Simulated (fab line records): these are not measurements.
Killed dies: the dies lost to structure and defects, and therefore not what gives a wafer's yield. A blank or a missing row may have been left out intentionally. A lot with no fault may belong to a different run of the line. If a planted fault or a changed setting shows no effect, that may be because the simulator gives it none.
Matching of chambers + flow berkeley-cmos170 + rie-si-01 running UCB170_GATE_ETCH_15: 3 sister chambers
The step etches poly-Si in HBr/Cl2, stops on SiO2, time 56.3 s, target depth 278.2 nm. 3 wafers are shown with their chamber, then 6 later ones without.

## WAFERS PAIRED WITH THEIR CHAMBERS
| wafer  | chamber | throttle-valve-pct (%) |
|--------|---------|------------------------|
| L663.5 | 1       | 26.36                  |
| L663.6 | 2       | 26.37                  |
| L665.2 | 0       | 26.40                  |

## WAFERS WHOSE CHAMBER IS MISSING
| wafer  | throttle-valve-pct (%) |
|--------|------------------------|
| L665.5 | 26.40                  |
| L667.1 | 26.35                  |
| L667.4 | 26.37                  |
| L667.6 | 26.36                  |
| L669.5 | 26.37                  |
| L669.6 | 26.35                  |

## CHAMBER TAKEN BY EACH
| wafer  | from the rows above     | in truth |
|--------|-------------------------|----------|
| L665.5 | 0                       | 0        |
| L667.1 | can't be placed: 1 or 2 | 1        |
| L667.4 | can't be placed: 2 or 1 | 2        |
| L667.6 | can't be placed: 1 or 2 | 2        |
| L669.5 | can't be placed: 2 or 1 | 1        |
| L669.6 | can't be placed: 1 or 2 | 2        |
1 of 6 placed correctly. From these rows, 5 cannot be placed; in 5 the true chamber is one of the candidates. Number placed wrongly: 0.
How it was worked out, from the rows above alone: a wafer's distance from a chamber is the root of the sum, over the readings, of the square of ((its reading less the chamber's mean) divided by the reading's scatter). The wafer belongs to the nearest chamber; if the next one is less than 2 further off, it can't be placed. The mean given for a chamber averages the wafers shown for that chamber. The scatter (one wafer shown for each chamber): square how far every hidden wafer sits from the nearest shown wafer, average those squares and take the square root.
